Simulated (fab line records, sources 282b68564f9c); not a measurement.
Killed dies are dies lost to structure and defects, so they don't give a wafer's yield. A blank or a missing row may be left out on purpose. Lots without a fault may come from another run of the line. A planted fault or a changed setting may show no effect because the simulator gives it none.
fab line records | flow rit_cmos
record lots=5 wafers=15 last_day=7
route steps=202 shown ACTIVE@14 FOX1@20 FOX2@23 NWELL@28 PWELL@39 WELLDRIVE@50 NRETRO@53
lots that met no fault: from a run of the same line without faults
start_h: hours from the record's first day to the start of the lot's first wafer shown | wait_h: hours since the lot's step before | " the same as in the row above | L1.1+2: a row that stands for several wafers | - no value, or no start given | * or withheld: withheld | < > ~ a bound
route shown NAME@n: a module of which the file shows steps, and the number in the route of the first | usual: mean/standard deviation of fault-free wafers | same: alike in all rows | chamber/n: place in a boat | sites: the reading at each site | _std_site: their standard deviation | _edge_site: outer sites' mean less inner sites' | radius_mm: how far each site lies from the wafer's centre | mask NAME#n: copy n | behind: the tool/chamber that last shaped the wafer | hold: why the lot was held/for how many hours/how that ended | device: the transistor (n, p or np) that didn't switch | end of line: the same wafers' tests at the end of the route | a step without rows: its recipe alone | killed: dies lost to structure and defects at the first sort, not the wafer's yield | map: a wafer's dies, x killed, . not, _ none there
set.NAME: the setting as run; set.NAME@STEP: as run at that earlier step | model.NAME: the simulator's own value behind a step, which no gauge read
lots at some steps of the route; a table a step, a row a wafer
services: from which hour (start_h, from the record's first day; less than 0 if before it) a tool's chamber was out of use, for how many hours, and why
## steps
# step RIT_ACTIVE_ETCH_13
# recipe stop_on=SiO2 chemistry=SF6 target=Si3N4 time_s=210 over_etch_frac=0.4 SF6_flow_sccm=200 pressure_mtorr=260 rf_w=125 target_depth_a=2100
# usual chamber_pressure_mTorr=259.98/0.23 drypump_motor_current_A=5.6/0.46 oes_product_au=0.817/0.011 throttle_valve_pct=7.52/0.1
# columns lot.wafer tool chamber start_h wait_h chamber_pressure_mTorr drypump_motor_current_A oes_product_au rf_hours_counter_h throttle_valve_pct
L075.3 rie_diel-02 0 22.27 0.1 259.81 5.1 0.801 91 7.41
L075.4 " 2 " " 260.42 5.9 0.821 63 7.60
L075.6 " 0 " " 259.91 5.1 0.796 - 7.39
L076.1 rie_diel-01 1 25.91 0.1 259.59 6.0 0.843 170 7.57
L076.4 " 1 " " 260.00 6.0 0.839 - 7.56
L076.5 " 2 " " 259.91 5.0 0.827 - 7.48
L083.2 rie_diel-02 3 59.82 0.1 260.37 5.9 0.807 26 7.65
L083.4 " 2 " " 260.10 5.9 0.810 63 7.59
L083.6 " 3 " " 259.77 5.9 0.805 - 7.64
L096.1 rie_diel-01 1 125.52 0.1 260.01 5.9 0.832 1 7.55
L096.2 " 2 " " 259.78 5.0 0.819 8 7.48
L096.3 " 0 " " 260.14 5.5 0.804 8 7.56
L097.1 rie_diel-03 2 129.90 0.1 259.64 5.7 0.815 91 7.37
L097.3 " 0 " " 260.14 5.7 0.833 50 7.55
L097.5 " 1 " " 260.00 6.0 0.810 - 7.29
# step RIT_ACTIVE_STRIP_14
# recipe chemistry=O2 time_s=180 resist=NOVOLAK platen_temp_c=withheld power_w=500 pressure_mtorr=4000 o2_flow_sccm=4000
# usual chamber_pressure_mTorr=4000/4.1 drypump_motor_current_A=5.8/0.37 rf_refl_power_W=6.7/1.8
# columns lot.wafer tool chamber start_h wait_h chamber_pressure_mTorr drypump_motor_current_A rf_hours_counter_h rf_refl_power_W
L075.3 plasma_asher-04 1 22.46 0.1 3997 6.1 - 8.9
L075.4 " 0 " " 4005 6.5 - 7.3
L075.6 " 0 " " 3996 6.5 - 6.7
L076.1 plasma_asher-02 1 26.05 0.1 3998 5.5 37 6.9
L076.4 " 1 " " 4007 5.5 - 7.2
L076.5 " 0 " " 4005 5.4 - 8.2
L083.2 plasma_asher-04 0 59.95 0.1 3998 6.5 42 7.0
L083.4 " 0 " " 3994 6.5 - 6.9
L083.6 " 0 " " 4003 6.5 - 6.8
L096.1 plasma_asher-02 0 125.66 0.1 4003 5.5 48 8.1
L096.2 " 1 " " 3997 5.5 48 7.2
L096.3 " 1 " " 4005 5.5 - 6.9
L097.1 plasma_asher-03 0 130.04 0.1 4004 5.6 1 6.3
L097.3 " 0 " " 4001 5.7 - 6.6
L097.5 " 1 " " 3999 5.5 - 3.9
# step RIT_ACTIVE_CD_MEAS_90
# recipe target_cd_nm=1400
# usual cd_nm=1399.5/2
# columns lot.wafer tool chamber start_h wait_h cd_nm
L075.3 cd_sem-01 - 22.68 0.2 1396.7
L075.4 " - " " 1394.0
L075.6 " - " " 1394.1
L076.1 cd_sem-01 - 26.22 0.1 1401.1
L076.4 " - " " 1401.5
L076.5 " - " " 1401.6
L083.2 cd_sem-01 - 60.15 0.1 1398.0
L083.4 " - " " 1398.5
L083.6 " - " " 1398.4
L096.1 cd_sem-01 - 125.83 0.1 1400.2
L096.2 " - " " 1401.6
L096.3 " - " " 1400.4
L097.1 cd_sem-01 - 130.21 0.1 1398.1
L097.3 " - " " 1399.3
L097.5 " - " " 1399.1
# step RIT_ACTIVE_CLEAN_15
# recipe chemistry=SC1 mix=3:3:50 time_s=600 temp_c=75
# columns lot.wafer tool chamber start_h wait_h
L075.3+4+6 wet_bench-01 3 22.76 0.1
L076.1+4+5 wet_bench-02 2 26.34 0.1
L083.2+4+6 wet_bench-01 2 60.25 0.1
L096.1+2+3 wet_bench-03 0 125.95 0.1
L097.1+3+5 wet_bench-03 0 130.33 0.1
# step RIT_ACTIVE_CLEAN_16
# recipe chemistry=dHF dilution=50:1 time_s=30
# columns lot.wafer tool chamber start_h wait_h
L075.3+4+6 wet_bench-03 3 22.93 0.0
L076.1+4+5 wet_bench-03 3 26.52 0.0
L083.2+4+6 wet_bench-02 0 60.42 0.0
L096.1+2+3 wet_bench-02 0 126.14 0.0
L097.1+3+5 wet_bench-02 2 130.52 0.0
# step RIT_ACTIVE_CLEAN_17
# recipe chemistry=SC2 mix=3:3:50 time_s=600 temp_c=75 dry=n2_spin
# columns lot.wafer tool chamber start_h wait_h
L075.3+4+6 wet_bench-02 3 22.95 0.0
L076.1+4+5 wet_bench-01 3 26.53 0.0
L083.2+4+6 wet_bench-03 3 60.45 0.0
L096.1+2+3 wet_bench-01 2 126.16 0.0
L097.1+3+5 wet_bench-03 3 130.54 0.0
# step RIT_FOX1_OXIDATION_00
# recipe temp_c=1100 ambient=H2O target_thk_a=3507 p_h2o_torr=720 ox_time_s=1130
# usual spike_tc_source_C=1127/4.2
# columns lot.wafer tool chamber start_h wait_h spike_tc_source_C
L075.3 furnace-03 0 23.26 0.1 1130
L075.4 " 0 " " 1131
L075.6 " 0 " " 1132
L076.1 furnace-03 0 26.96 0.3 1132
L076.4 " 0 " " 1132
L076.5 " 0 " " 1131
L083.2 furnace-04 0 63.08 2.5 1123
L083.4 " 0 " " 1121
L083.6 " 0 " " 1121
L096.1 furnace-04 0 127.25 0.9 1120
L096.2 " 0 " " 1122
L096.3 " 0 " " 1123
L097.1 furnace-01 0 131.68 0.9 1129
L097.3 " 0 " " 1130
L097.5 " 0 " " 1131
# step RIT_FOX1_THK_MEAS_01
# recipe reads=SiO2_of_FOX1_OXIDATION_00
# usual FOX1_OXIDE_THK=350/7.2
# columns lot.wafer tool chamber start_h wait_h FOX1_OXIDE_THK[nm]
L075.3 film_metro-03 - 24.59 0.0 338
L075.4 " - " " 339
L075.6 " - " " 332
L076.1 film_metro-03 - 28.27 0.0 338
L076.4 " - " " 348
L076.5 " - " " 340
L083.2 film_metro-02 - 64.40 0.0 349
L083.4 " - " " 347
L083.6 " - " " 348
L096.1 film_metro-02 - 128.56 0.0 352
L096.2 " - " " 350
L096.3 " - " " 353
L097.1 film_metro-01 - 132.99 0.0 345
L097.3 " - " " 345
L097.5 " - " " 349
# step RIT_FOX1_WET_ETCH_02
# recipe chemistry=BOE target_depth_nm=350 time_s=390 temp_c=21.5 dry=n2_spin dilution=10:1 target=SiO2
# columns lot.wafer tool chamber start_h wait_h
L075.3+4+6 wet_bench-03 2 24.63 0.0
L076.1+4+5 wet_bench-01 0 28.33 0.1
L083.2+4+6 wet_bench-04 1 64.45 0.0
L096.1+2+3 wet_bench-01 2 128.62 0.1
L097.1+3+5 wet_bench-04 1 133.05 0.1
# step RIT_FOX2_OXIDATION_00
# recipe temp_c=1100 ambient=H2O target_thk_a=3507 p_h2o_torr=720 ox_time_s=1130
# usual spike_tc_source_C=1128/3.8
# columns lot.wafer tool chamber start_h wait_h spike_tc_source_C
L075.3 furnace-03 0 25.65 0.9 1130
L075.4 " 0 " " 1131
L075.6 " 0 " " 1129
L076.1 furnace-03 0 28.45 0.0 1132
L076.4 " 0 " " 1130
L076.5 " 0 " " 1130
L083.2 furnace-01 0 65.36 0.8 1128
L083.4 " 0 " " 1129
L083.6 " 0 " " 1129
L096.1 furnace-03 0 128.74 0.0 1131
L096.2 " 0 " " 1132
L096.3 " 0 " " 1132
L097.1 furnace-04 0 133.64 0.5 1122
L097.3 " 0 " " 1123
L097.5 " 0 " " 1120
# step RIT_FOX2_THK_MEAS_01
# recipe reads=SiO2_of_FOX2_OXIDATION_00
# usual FOX2_OXIDE_THK=351/7.7
# columns lot.wafer tool chamber start_h wait_h FOX2_OXIDE_THK[nm]
L075.3 film_metro-04 - 26.98 0.0 344
L075.4 " - " " 343
L075.6 " - " " 339
L076.1 film_metro-02 - 29.76 0.0 348
L076.4 " - " " 338
L076.5 " - " " 345
L083.2 film_metro-01 - 66.68 0.0 343
L083.4 " - " " 349
L083.6 " - " " 349
L096.1 film_metro-01 - 130.05 0.0 350
L096.2 " - " " 349
L096.3 " - " " 354
L097.1 film_metro-04 - 134.96 0.0 361
L097.3 " - " " 361
L097.5 " - " " 354
# step RIT_FOX2_CLEAN_02
# recipe chemistry=dHF dilution=50:1 time_s=180
# columns lot.wafer tool chamber start_h wait_h
L075.3+4+6 wet_bench-02 3 27.02 0.0
L076.1+4+5 wet_bench-01 1 29.82 0.1
L083.2+4+6 wet_bench-02 1 66.73 0.0
L096.1+2+3 wet_bench-01 2 130.11 0.1
L097.1+3+5 wet_bench-02 3 135.02 0.1
# step RIT_FOX2_WET_ETCH_03
# recipe chemistry=H3PO4 target=Si3N4 target_depth_nm=195 temp_c=165 time_s=2700
# columns lot.wafer tool chamber start_h wait_h
L075.3+4+6 wet_bench-04 1 27.08 0.0
L076.1+4+5 wet_bench-02 2 29.88 0.0
L083.2+4+6 wet_bench-04 0 66.79 0.0
L096.1+2+3 wet_bench-01 1 130.17 0.0
L097.1+3+5 wet_bench-04 0 135.08 0.0
# step RIT_FOX2_THK_MEAS_90
# recipe reads=SiO2_of_FOX2_OXIDATION_00
# usual FIELD_OXIDE_LEFT_1_THK=324/7.8
# columns lot.wafer tool chamber start_h wait_h FIELD_OXIDE_LEFT_1_THK[nm]
L075.3 film_metro-01 - 27.86 0.0 317
L075.4 " - " " 316
L075.6 " - " " 312
L076.1 film_metro-01 - 30.64 0.0 320
L076.4 " - " " 310
L076.5 " - " " 317
L083.2 film_metro-01 - 67.56 0.0 315
L083.4 " - " " 321
L083.6 " - " " 321
L096.1 film_metro-02 - 130.93 0.0 323
L096.2 " - " " 322
L096.3 " - " " 326
L097.1 film_metro-02 - 135.98 0.0 335
L097.3 " - " " 334
L097.5 " - " " 328
# step RIT_NWELL_HMDS_00
# recipe prime_time_s=60 prime_temp_c=140
# same prime_time_s=60
# columns lot.wafer tool chamber start_h wait_h
L075.3+4+6 litho_track-03 0 27.95 0.1
L076.1+4+5 litho_track-01 0 30.70 0.1
L083.2+4+6 litho_track-04 0 67.64 0.1
L096.1+2+3 litho_track-01 0 130.99 0.1
L097.1+3+5 litho_track-03 0 136.04 0.1
# step RIT_NWELL_COAT_01
# recipe resist=NOVOLAK spin_rpm=2000 resist_thk_nm=1300
# columns lot.wafer tool chamber start_h wait_h
L075.3+4+6 litho_track-03 0 28.10 0.1
L076.1+4+5 litho_track-01 0 30.85 0.1
L083.2+4+6 litho_track-04 0 67.79 0.1
L096.1+2+3 litho_track-01 0 131.14 0.1
L097.1+3+5 litho_track-03 0 136.19 0.1
# step RIT_NWELL_SOFTBAKE_02
# recipe resist=NOVOLAK temp_c=90 time_s=60
# columns lot.wafer tool chamber start_h wait_h
L075.3+4+6 litho_track-03 0 28.25 0.1
L076.1+4+5 litho_track-01 0 31.00 0.1
L083.2+4+6 litho_track-04 0 67.94 0.1
L096.1+2+3 litho_track-01 0 131.29 0.1
L097.1+3+5 litho_track-03 0 136.34 0.1
# step RIT_NWELL_EXPOSE_03
# recipe mask_id=M2 na=0.57 target_cd_nm=43900 dose_mj=250
# same na=0.57
# columns lot.wafer tool chamber start_h wait_h mask
L075.3+4+6 iline_stepper-02 0 28.38 0.1 M2#0
L076.1+4+5 iline_stepper-02 0 31.15 0.1 M2#0
L083.2+4+6 iline_stepper-01 0 68.21 0.2 M2#0
L096.1+2+3 iline_stepper-01 0 131.56 0.2 M2#0
L097.1+3+5 iline_stepper-01 0 136.49 0.1 M2#0
# step RIT_NWELL_PEB_04
# recipe resist=NOVOLAK temp_c=withheld time_s=withheld
# columns lot.wafer tool chamber start_h wait_h
L075.3+4+6 litho_track-03 0 28.51 0.1
L076.1+4+5 litho_track-03 0 31.27 0.1
L083.2+4+6 litho_track-01 0 68.33 0.1
L096.1+2+3 litho_track-04 0 131.68 0.1
L097.1+3+5 litho_track-03 0 136.61 0.1
# step RIT_NWELL_DEVELOP_05
# recipe resist=NOVOLAK develop_time_s=68 dev_temp_c=23
# columns lot.wafer tool chamber start_h wait_h
L075.3+4+6 litho_track-03 0 - -
L076.1+4+5 litho_track-03 0 - -
L083.2+4+6 litho_track-01 0 - -
L096.1+2+3 litho_track-04 0 - -
L097.1+3+5 litho_track-03 0 - -
# step RIT_NWELL_OVL_MEAS_06
# usual NWELL_OVL=0.2/1.4
# columns lot.wafer tool chamber start_h wait_h NWELL_OVL[nm]
L075.3 overlay-02 - 28.79 - 0.8
L075.4 " - " " 3.0
L075.6 " - " " -0.6
L076.1 overlay-02 - 31.58 - 2.0
L076.4 " - " " -0.1
L076.5 " - " " 1.3
L083.2 overlay-01 - 68.62 - -0.7
L083.4 " - " " -0.7
L083.6 " - " " -1.9
L096.1 overlay-02 - 131.99 - 2.1
L096.2 " - " " 2.8
L096.3 " - " " 0.1
L097.1 overlay-02 - 136.92 - 0.5
L097.3 " - " " 0.1
L097.5 " - " " 0.8
# step RIT_NWELL_HARDBAKE_07
# recipe resist=NOVOLAK temp_c=140 time_s=120
# columns lot.wafer tool chamber start_h wait_h
L075.3+4+6 litho_track-04 0 28.90 0.1
L076.1+4+5 litho_track-01 0 31.62 0.0
L083.2+4+6 litho_track-03 0 68.69 0.1
L096.1+2+3 litho_track-04 0 132.15 0.1
L097.1+3+5 litho_track-03 0 136.96 0.0
# step RIT_NWELL_IMPLANT_08
# recipe species=P energy_kev=170 dose_cm2=5e+13 tilt_deg=7
# columns lot.wafer tool chamber start_h wait_h
L075.3+4+6 implanter-01 0 29.11 0.2
L076.1+4+5 implanter-01 0 31.87 0.2
L083.2+4+6 implanter-02 0 68.93 0.2
L096.1+2+3 implanter-02 0 132.40 0.2
L097.1+3+5 implanter-02 0 137.21 0.2
# step RIT_NWELL_STRIP_09
# recipe chemistry=O2 time_s=180 resist=NOVOLAK platen_temp_c=withheld power_w=500 pressure_mtorr=4000 o2_flow_sccm=4000
# usual chamber_pressure_mTorr=4000/4 drypump_motor_current_A=5.8/0.46 rf_refl_power_W=6.8/1.7
# columns lot.wafer tool chamber start_h wait_h chamber_pressure_mTorr drypump_motor_current_A rf_hours_counter_h rf_refl_power_W
L075.3 plasma_asher-04 1 29.27 0.1 3997 6.1 - 9.1
L075.4 " 0 " " 3993 6.5 - 7.0
L075.6 " 1 " " 4001 6.1 - 8.6
L076.1 plasma_asher-04 0 32.02 0.1 4000 6.5 39 7.2
L076.4 " 1 " " 4008 6.1 - 9.4
L076.5 " 1 " " 4001 6.1 - 9.0
L083.2 plasma_asher-01 0 69.05 0.1 4003 5.7 27 7.7
L083.4 " 0 " " 4004 5.7 - 7.7
L083.6 " 0 " " 3999 5.7 - 7.8
L096.1 plasma_asher-01 1 132.55 0.1 3995 5.1 34 5.2
L096.2 " 0 " " 3996 5.7 34 7.5
L096.3 " 0 " " 4000 5.7 - 7.6
L097.1 plasma_asher-04 0 137.36 0.1 3994 6.5 50 7.3
L097.3 " 0 " " 4005 6.5 - 6.9
L097.5 " 1 " " 3998 6.1 - 8.9
# step RIT_NWELL_TW_MEAS_10
# usual NWELL_TW=2130/11
# columns lot.wafer tool chamber start_h wait_h NWELL_TW
L075.3 film_metro-03 - 29.41 0.1 2129
L075.4 " - " " 2129
L075.6 " - " " 2127
L076.1 film_metro-01 - 32.19 0.1 2134
L076.4 " - " " 2133
L076.5 " - " " 2124
L083.2 film_metro-03 - 69.24 0.1 2133
L083.4 " - " " 2130
L083.6 " - " " 2129
L096.1 film_metro-03 - 132.72 0.1 2132
L096.2 " - " " 2137
L096.3 " - " " 2138
L097.1 film_metro-01 - 137.53 0.1 2135
L097.3 " - " " 2120
L097.5 " - " " 2122
# step RIT_PWELL_HMDS_00
# recipe prime_time_s=60 prime_temp_c=140
# same prime_time_s=60
# columns lot.wafer tool chamber start_h wait_h
L075.3+4+6 litho_track-02 0 29.50 0.1
L076.1+4+5 litho_track-04 0 32.25 0.1
L083.2+4+6 litho_track-01 0 69.31 0.1
L096.1+2+3 litho_track-02 0 132.78 0.1
L097.1+3+5 litho_track-04 0 137.59 0.1
# step RIT_PWELL_COAT_01
# recipe resist=NOVOLAK spin_rpm=2000 resist_thk_nm=1300
# columns lot.wafer tool chamber start_h wait_h
L075.3+4+6 litho_track-02 0 29.65 0.1
L076.1+4+5 litho_track-04 0 32.40 0.1
L083.2+4+6 litho_track-01 0 69.46 0.1
L096.1+2+3 litho_track-02 0 132.93 0.1
L097.1+3+5 litho_track-04 0 137.74 0.1
# step RIT_PWELL_SOFTBAKE_02
# recipe resist=NOVOLAK temp_c=90 time_s=60
# columns lot.wafer tool chamber start_h wait_h
L075.3+4+6 litho_track-02 0 29.80 0.1
L076.1+4+5 litho_track-04 0 32.55 0.1
L083.2+4+6 litho_track-01 0 69.61 0.1
L096.1+2+3 litho_track-02 0 133.08 0.1
L097.1+3+5 litho_track-04 0 137.89 0.1
# step RIT_PWELL_EXPOSE_03
# recipe mask_id=M3 na=0.57 target_cd_nm=43700 dose_mj=250
# same na=0.57
# columns lot.wafer tool chamber start_h wait_h mask
L075.3+4+6 iline_stepper-02 0 30.06 0.2 M3#0
L076.1+4+5 iline_stepper-01 0 32.83 0.2 M3#0
L083.2+4+6 iline_stepper-01 0 69.76 0.1 M3#0
L096.1+2+3 iline_stepper-01 0 133.23 0.1 M3#0
L097.1+3+5 iline_stepper-02 0 138.17 0.2 M3#0
# step RIT_PWELL_PEB_04
# recipe resist=NOVOLAK temp_c=withheld time_s=withheld
# columns lot.wafer tool chamber start_h wait_h
L075.3+4+6 litho_track-02 0 30.19 0.1
L076.1+4+5 litho_track-02 0 32.94 0.1
L083.2+4+6 litho_track-01 0 69.88 0.1
L096.1+2+3 litho_track-01 0 133.35 0.1
L097.1+3+5 litho_track-04 0 138.28 0.1
# step RIT_PWELL_DEVELOP_05
# recipe resist=NOVOLAK develop_time_s=68 dev_temp_c=23
# columns lot.wafer tool chamber start_h wait_h
L075.3+4+6 litho_track-02 0 - -
L076.1+4+5 litho_track-02 0 - -
L083.2+4+6 litho_track-01 0 - -
L096.1+2+3 litho_track-01 0 - -
L097.1+3+5 litho_track-04 0 - -
# step RIT_PWELL_OVL_MEAS_06
# usual PWELL_OVL=-0.6/1.3
# columns lot.wafer tool chamber start_h wait_h PWELL_OVL[nm]
L075.3 overlay-02 - 30.46 - -0.1
L075.4 " - " " -0.4
L075.6 " - " " 0.0
L076.1 overlay-01 - 33.26 - 1.4
L076.4 " - " " 1.3
L076.5 " - " " 2.0
L083.2 overlay-02 - 70.17 - -2.1
L083.4 " - " " -0.6
L083.6 " - " " -2.0
L096.1 overlay-02 - 133.66 - -1.8
L096.2 " - " " -0.2
L096.3 " - " " -0.3
L097.1 overlay-02 - 138.60 - -0.7
L097.3 " - " " 1.0
L097.5 " - " " 1.0
# step RIT_PWELL_HARDBAKE_07
# recipe resist=NOVOLAK temp_c=140 time_s=120
# columns lot.wafer tool chamber start_h wait_h
L075.3+4+6 litho_track-04 0 30.57 0.1
L076.1+4+5 litho_track-04 0 33.29 0.0
L083.2+4+6 litho_track-01 0 70.24 0.1
L096.1+2+3 litho_track-02 0 133.70 0.0
L097.1+3+5 litho_track-02 0 138.63 0.0
# step RIT_PWELL_IMPLANT_08
# recipe species=B energy_kev=170 dose_cm2=7e+13 tilt_deg=7
# columns lot.wafer tool chamber start_h wait_h
L075.3+4+6 implanter-04 0 30.79 0.2
L076.1+4+5 implanter-04 0 33.54 0.2
L083.2+4+6 implanter-03 0 70.48 0.2
L096.1+2+3 implanter-03 0 133.95 0.2
L097.1+3+5 implanter-02 0 138.88 0.2
# step RIT_PWELL_STRIP_09
# recipe chemistry=O2 time_s=180 resist=NOVOLAK platen_temp_c=withheld power_w=500 pressure_mtorr=4000 o2_flow_sccm=4000
# usual chamber_pressure_mTorr=4000/3.7 drypump_motor_current_A=5.8/0.47 rf_refl_power_W=7.5/1.1
# columns lot.wafer tool chamber start_h wait_h chamber_pressure_mTorr drypump_motor_current_A rf_hours_counter_h rf_refl_power_W
L075.3 plasma_asher-02 0 30.95 0.1 3999 5.4 - 8.2
L075.4 " 1 " " 3996 5.5 - 7.1
L075.6 " 0 " " 4007 5.4 - 8.3
L076.1 plasma_asher-01 0 33.69 0.1 4004 5.6 23 7.7
L076.4 " 1 " " 4002 5.1 - 5.3
L076.5 " 0 " " 3996 5.7 - 8.1
L083.2 plasma_asher-04 1 70.60 0.1 4002 6.1 43 8.8
L083.4 " 1 " " 3990 6.1 - 8.7
L083.6 " 1 " " 4001 6.1 - 8.7
L096.1 plasma_asher-01 0 134.10 0.1 4000 5.6 34 7.7
L096.2 " 1 " " 4002 5.1 34 5.4
L096.3 " 1 " " 4004 5.1 - 5.7
L097.1 plasma_asher-01 1 139.03 0.1 4002 5.1 35 5.3
L097.3 " 1 " " 4001 5.1 - 5.2
L097.5 " 1 " " 4005 5.1 - 5.2
# step RIT_PWELL_TW_MEAS_10
# usual PWELL_TW=946/5.4
# columns lot.wafer tool chamber start_h wait_h PWELL_TW
L075.3 film_metro-04 - 31.08 0.1 955
L075.4 " - " " 950
L075.6 " - " " 949
L076.1 film_metro-01 - 33.87 0.1 937
L076.4 " - " " 941
L076.5 " - " " 940
L083.2 film_metro-03 - 70.79 0.1 936
L083.4 " - " " 943
L083.6 " - " " 941
L096.1 film_metro-01 - 134.27 0.1 948
L096.2 " - " " 942
L096.3 " - " " 945
L097.1 film_metro-01 - 139.21 0.1 949
L097.3 " - " " 941
L097.5 " - " " 943
# step RIT_WELLDRIVE_ANNEAL_00
# recipe temp_c=1100 time_s=14700 ambient=N2
# usual spike_tc_source_C=1127/4.3
# columns lot.wafer tool chamber start_h wait_h spike_tc_source_C
L075.3 furnace-01 0 32.05 1.0 1130
L075.4 " 0 " " 1130
L075.6 " 0 " " 1131
L076.1 furnace-03 0 33.93 0.1 1131
L076.4 " 0 " " 1128
L076.5 " 0 " " 1130
L083.2 furnace-01 0 72.07 1.3 1129
L083.4 " 0 " " 1129
L083.6 " 0 " " 1131
L096.1 furnace-04 0 134.96 0.7 1124
L096.2 " 0 " " 1122
L096.3 " 0 " " 1122
L097.1 furnace-01 0 140.12 0.9 1130
L097.3 " 0 " " 1131
L097.5 " 0 " " 1129
# step RIT_WELLDRIVE_RS_MEAS_01
# recipe thk_meas_gauge=four-point-probe
# usual NWELL_RS=275.5/0.69
# columns lot.wafer tool chamber start_h wait_h NWELL_RS[ohm/sq]
L075.3 film_metro-01 - 37.18 0.0 274.1
L075.4 " - " " 274.3
L075.6 " - " " 275.9
L076.1 film_metro-01 - 39.01 0.0 275.0
L076.4 " - " " 274.3
L076.5 " - " " 274.8
L083.2 film_metro-01 - 77.17 0.0 275.2
L083.4 " - " " 274.6
L083.6 " - " " 274.3
L096.1 film_metro-01 - 140.04 0.0 276.4
L096.2 " - " " 275.8
L096.3 " - " " 275.5
L097.1 film_metro-01 - 145.20 0.0 275.7
L097.3 " - " " 276.5
L097.5 " - " " 275.6
# step RIT_WELLDRIVE_RS_MEAS_02
# recipe thk_meas_gauge=four-point-probe
# usual PWELL_RS=429.5/1.1
# columns lot.wafer tool chamber start_h wait_h PWELL_RS[ohm/sq]
L075.3 film_metro-01 - 37.30 0.1 429.5
L075.4 " - " " 430.6
L075.6 " - " " 430.1
L076.1 film_metro-01 - 39.13 0.1 431.0
L076.4 " - " " 430.6
L076.5 " - " " 429.9
L083.2 film_metro-01 - 77.29 0.1 429.4
L083.4 " - " " 429.8
L083.6 " - " " 429.5
L096.1 film_metro-01 - 140.16 0.1 428.8
L096.2 " - " " 429.9
L096.3 " - " " 429.7
L097.1 film_metro-01 - 145.32 0.1 428.4
L097.3 " - " " 428.8
L097.5 " - " " 429.4
# step RIT_NRETRO_HMDS_00
# recipe prime_time_s=60 prime_temp_c=140
# same prime_time_s=60
# columns lot.wafer tool chamber start_h wait_h
L075.3+4+6 litho_track-03 0 37.43 0.1
L076.1+4+5 litho_track-03 0 39.25 0.1
L083.2+4+6 litho_track-04 0 77.41 0.1
L096.1+2+3 litho_track-04 0 140.28 0.1
L097.1+3+5 litho_track-03 0 145.44 0.1
# step RIT_NRETRO_COAT_01
# recipe resist=NOVOLAK spin_rpm=2000 resist_thk_nm=1300
# columns lot.wafer tool chamber start_h wait_h
L075.3+4+6 litho_track-03 0 37.58 0.1
L076.1+4+5 litho_track-03 0 39.40 0.1
L083.2+4+6 litho_track-04 0 77.56 0.1
L096.1+2+3 litho_track-04 0 140.43 0.1
L097.1+3+5 litho_track-03 0 145.59 0.1
# step RIT_NRETRO_SOFTBAKE_02
# recipe resist=NOVOLAK temp_c=90 time_s=60
# columns lot.wafer tool chamber start_h wait_h
L075.3+4+6 litho_track-03 0 37.73 0.1
L076.1+4+5 litho_track-03 0 39.55 0.1
L083.2+4+6 litho_track-04 0 77.71 0.1
L096.1+2+3 litho_track-04 0 140.58 0.1
L097.1+3+5 litho_track-03 0 145.74 0.1
# step RIT_NRETRO_EXPOSE_03
# recipe mask_id=M4 na=0.57 target_cd_nm=43900 dose_mj=250
# same na=0.57
# columns lot.wafer tool chamber start_h wait_h mask
L075.3+4+6 iline_stepper-01 0 37.99 0.2 M4#0
L076.1+4+5 iline_stepper-02 0 39.90 0.3 M4#0
L083.2+4+6 iline_stepper-01 0 77.86 0.1 M4#0
L096.1+2+3 iline_stepper-01 0 140.73 0.1 M4#0
L097.1+3+5 iline_stepper-02 0 146.01 0.2 M4#0
# step RIT_NRETRO_PEB_04
# recipe resist=NOVOLAK temp_c=withheld time_s=withheld
# columns lot.wafer tool chamber start_h wait_h
L075.3+4+6 litho_track-02 0 38.12 0.1
L076.1+4+5 litho_track-03 0 40.19 0.3
L083.2+4+6 litho_track-02 0 77.98 0.1
L096.1+2+3 litho_track-02 0 140.90 0.1
L097.1+3+5 litho_track-02 0 146.13 0.1
# step RIT_NRETRO_DEVELOP_05
# recipe resist=NOVOLAK develop_time_s=68 dev_temp_c=23
# columns lot.wafer tool chamber start_h wait_h
L075.3+4+6 litho_track-02 0 - -
L076.1+4+5 litho_track-03 0 - -
L083.2+4+6 litho_track-02 0 - -
L096.1+2+3 litho_track-02 0 - -
L097.1+3+5 litho_track-02 0 - -
# step RIT_NRETRO_OVL_MEAS_06
# usual NRETRO_OVL=-1.4/1.4
# columns lot.wafer tool chamber start_h wait_h NRETRO_OVL[nm]
L075.3 overlay-02 - 38.39 - -2.3
L075.4 " - " " -1.8
L075.6 " - " " -1.8
L076.1 overlay-02 - 40.50 - -1.9
L076.4 " - " " 0.8
L076.5 " - " " 0.6
L083.2 overlay-01 - 78.28 - 2.0
L083.4 " - " " 1.6
L083.6 " - " " 0.3
L096.1 overlay-01 - 141.21 - -2.1
L096.2 " - " " -1.4
L096.3 " - " " -0.6
L097.1 overlay-02 - 146.44 - -1.7
L097.3 " - " " -2.8
L097.5 " - " " -2.1
# step RIT_NRETRO_HARDBAKE_07
# recipe resist=NOVOLAK temp_c=140 time_s=120
# columns lot.wafer tool chamber start_h wait_h
L075.3+4+6 litho_track-03 0 38.50 0.1
L076.1+4+5 litho_track-04 0 40.54 0.0
L083.2+4+6 litho_track-03 0 78.35 0.1
L096.1+2+3 litho_track-04 0 141.25 0.0
L097.1+3+5 litho_track-04 0 146.48 0.0
# step RIT_NRETRO_IMPLANT_08
# recipe species=P energy_kev=70 dose_cm2=1e+13 tilt_deg=7
# columns lot.wafer tool chamber start_h wait_h
L075.3+4+6 implanter-04 0 38.72 0.2
L076.1+4+5 implanter-04 0 40.79 0.2
L083.2+4+6 implanter-02 0 78.58 0.2
L096.1+2+3 implanter-02 0 141.50 0.2
L097.1+3+5 implanter-01 0 146.73 0.2
## services
# columns tool chamber start_h hours kind
plasma_asher-02 - -0.57 15.6 pm
implanter-01 - 6.35 5.2 repair
iline_stepper-01 - 11.76 2.1 pm
rie_diel-02 - 12.49 0.5 repair
iline_stepper-01 - 13.84 - consumable_replace:lamp
furnace-04 - 14.94 3.1 pm
furnace-04 - 17.99 3.9 pm
iline_stepper-01 0 20.04 - calibration
rie_diel-01 3 21.91 6.7 repair
rie_diel-01 2 28.70 2.9 repair
iline_stepper-01 - 33.67 3.2 repair
implanter-03 - 40.44 1.4 repair
implanter-03 - 61.99 1.6 repair
implanter-03 - 65.18 4.2 pm
rie_diel-03 0 71.79 4.9 repair
rie_diel-01 - 80.61 2.8 pm
rie_diel-01 0 95.68 8.3 repair
iline_stepper-01 - 107.45 1.7 pm
plasma_asher-03 - 108.84 9.0 pm
rie_diel-01 3 120.95 7.5 repair
implanter-01 - 121.85 5.3 pm
rie_diel-03 1 123.37 3.4 repair
furnace-03 - 125.49 3.2 pm
rie_diel-01 2 139.92 24.4 repair
## key
fault none
